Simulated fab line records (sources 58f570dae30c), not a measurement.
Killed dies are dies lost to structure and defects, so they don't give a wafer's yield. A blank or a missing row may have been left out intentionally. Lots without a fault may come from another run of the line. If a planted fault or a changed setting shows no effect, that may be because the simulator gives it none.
Code-filled problem report in 8D (eight disciplines) form + flow berkeley cmos170 + the parts of the form that need people (team, actions taken, sign-off) are left out

== 1. THE PROBLEM ==
At UCB170_V2_SOFTBAKE_08, run length s averages 92.52 s over 6 wafers from 2 lots, while fault-free wafers read 89.02 s, standard deviation 0.17. Relative to the usual mean, that is a shift of +21 standard deviations.
The step: time 60 s.
First seen on wafer L142.2, day 11 20:50, on litho track-01. Wafers with a number at this step in the record: 42, from 14 lots. The rule behind "out" and "out of limits": a value lying over 4 standard deviations away from the usual mean. The other wafers with a number count as sound.

== 2. WHAT IT IS, AND WHAT IT ISN'T ==
| question                    | is                     | is not                                                                 |
|-----------------------------|------------------------|------------------------------------------------------------------------|
| which readings at this step | run length s           | resist line temp C                                                     |
| which lots                  | L142, L145             | L125, L126, L128, L129, L130, L131, L132, L133, L135, L137, L140, L143 |
| which wafers of those lots  | all that have a number | -                                                                      |
| read on which tools         | litho track-01         | litho track-03, litho track-04                                         |
| when                        | from day 11 20:50      | up to then (33 sound wafers); but 3 sound wafers of L143 came after    |

== 3. SUSPECTS, AND WHAT RULES EACH OUT ==
Counting: a tool at any process step up to the reading remains a suspect when it ran all the lots that are out and ran no sound lot after the first of those.
- litho track-01 at UCB170_V2_SOFTBAKE_08 (time 60 s): kept. All lots that are out passed through it, beginning with L142 at day 11 20:50, and no sound lot followed; its final sound lot before that point was L137 at day 10 09:13. Its own run length s readings are out on those wafers.
Remaining after the count: litho track-01 at UCB170_V2_SOFTBAKE_08.

== 4. THE CAUSE (what the simulator had put in) ==
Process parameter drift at UCB170_V2_SOFTBAKE_08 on litho track-01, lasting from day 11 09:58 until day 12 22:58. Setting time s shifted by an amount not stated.
The count eliminated every tool but this one.

== 5. SEQUENCE OF EFFECTS, ordered by route ==
One row per reading whose mean, taken over the struck wafers that have a number, lies over 3 standard deviations from the usual. Only readings whose record carries a usual standard deviation are examined. hours: median over the lots of the time between each lot's start at the first step of this table that gives one and its start at this step. sigmas: the change, counted in usual standard deviations.
| hours | step                  | reading      | usual   | on struck wafers | change | sigmas |
|-------|-----------------------|--------------|---------|------------------|--------|--------|
| 0     | UCB170_V2_SOFTBAKE_08 | run length s | 89.02 s | 92.52            | +3.50  | +21    |
It contains these process steps:
- UCB170_V2_SOFTBAKE_08: time 60 s.
Later measuring or inspecting steps at which every struck wafer that the step has a row for has a number for every such reading, and none has moved that far: UCB170_V2_CD_MEAS_12.

== 6. HOW IT WOULD HAVE BEEN CAUGHT EARLIER ==
11 hours passed between the start of the fault at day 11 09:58 and the first reading out of limits in this record, taken at day 11 20:50.
